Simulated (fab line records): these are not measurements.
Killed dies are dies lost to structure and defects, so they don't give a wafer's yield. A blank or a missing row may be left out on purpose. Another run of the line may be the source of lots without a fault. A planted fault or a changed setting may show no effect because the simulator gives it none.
Chamber matching || flow berkeley cmos170 || 3 sister chambers for UCB170_V1_CVD_00 on pecvd-02
The step deposits SiO2 from TEOS/O2, target thk 2000 nm, time 250 s. 3 wafers are shown with their chamber, then 9 later ones without.

## WAFERS WITH THEIR CHAMBER
{"wafer": "L442.6", "chamber": 0, "heater power w (W)": 256}
{"wafer": "L447.1", "chamber": 2, "heater power w (W)": 273}
{"wafer": "L447.6", "chamber": 1, "heater power w (W)": 186}

## WAFERS MISSING THEIR CHAMBER
{"wafer": "L455.1", "heater power w (W)": 282}
{"wafer": "L455.2", "heater power w (W)": 166}
{"wafer": "L455.3", "heater power w (W)": 234}
{"wafer": "L454.3", "heater power w (W)": 137}
{"wafer": "L454.4", "heater power w (W)": 256}
{"wafer": "L454.6", "heater power w (W)": 189}
{"wafer": "L456.3", "heater power w (W)": 179}
{"wafer": "L456.4", "heater power w (W)": 173}
{"wafer": "L456.6", "heater power w (W)": 127}

## EACH ONE'S CHAMBER
{"wafer": "L455.1", "from the rows above": "can't be placed: 2 or 0", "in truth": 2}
{"wafer": "L455.2", "from the rows above": 1, "in truth": 1}
{"wafer": "L455.3", "from the rows above": "can't be placed: 0 or 2 or 1", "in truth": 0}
{"wafer": "L454.3", "from the rows above": 1, "in truth": 1}
{"wafer": "L454.4", "from the rows above": "can't be placed: 0 or 2", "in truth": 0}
{"wafer": "L454.6", "from the rows above": 1, "in truth": 1}
{"wafer": "L456.3", "from the rows above": 1, "in truth": 1}
{"wafer": "L456.4", "from the rows above": 1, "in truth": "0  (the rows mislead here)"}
{"wafer": "L456.6", "from the rows above": 1, "in truth": 1}
Correct placement for 5 of the 9. Not placeable from these rows: 3 (in 3, the candidates include the true chamber). Placed wrongly: 1.
How it was worked out, from the rows above alone: a wafer's distance from a chamber is the root of the sum, over the readings, of the square of ((its reading less the chamber's mean) divided by the reading's scatter). The wafer belongs to the nearest chamber; if the next one is less than 2 further off, it can't be placed. Each chamber's mean is taken over the wafers shown for it. The scatter (one wafer shown for each chamber): square how far every hidden wafer sits from the nearest shown wafer, average those squares and take the square root.
